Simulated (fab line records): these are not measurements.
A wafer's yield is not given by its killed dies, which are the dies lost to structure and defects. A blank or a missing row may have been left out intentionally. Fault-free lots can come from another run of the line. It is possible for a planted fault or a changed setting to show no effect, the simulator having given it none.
Matching of chambers -- flow berkeley cmos170 -- UCB170_GATE_ETCH_14 on rie diel-01: 4 sister chambers
The step etches BARC in N2/H2. 4 wafers are shown with their chamber, then 10 later ones without.

WAFERS WITH THEIR CHAMBER
wafer,chamber,drypump motor current A (A)
L082.1,0,5.7
L084.2,3,5.9
L084.6,1,6.6
L092.5,2,5.0

WAFERS WHOSE CHAMBER IS MISSING
wafer,drypump motor current A (A)
L092.6,6.6
L096.2,6.6
L096.3,5.9
L096.4,5.0
L097.1,5.0
L097.2,6.6
L097.3,5.7
L097.4,5.7
L097.5,6.6
L097.6,4.9

CHAMBER TAKEN BY EACH
wafer,from the rows above,in truth
L092.6,1,1
L096.2,1,1
L096.3,3,3
L096.4,2,2
L097.1,2,2
L097.2,1,1
L097.3,0,0
L097.4,0,0
L097.5,1,1
L097.6,2,2
Correct placement for 10 of the 10. Left unplaced by these rows: 0. Placed wrongly: 0.
How it was worked out, from the rows above alone: a wafer's distance from a chamber is the root of the sum, over the readings, of the square of ((its reading less the chamber's mean) divided by the reading's scatter). The wafer belongs to the nearest chamber; if the next one is less than 2 further off, it can't be placed. A chamber's mean is the mean of its shown wafers. The scatter (one wafer shown for each chamber): square how far every hidden wafer sits from the nearest shown wafer, average those squares and take the square root.
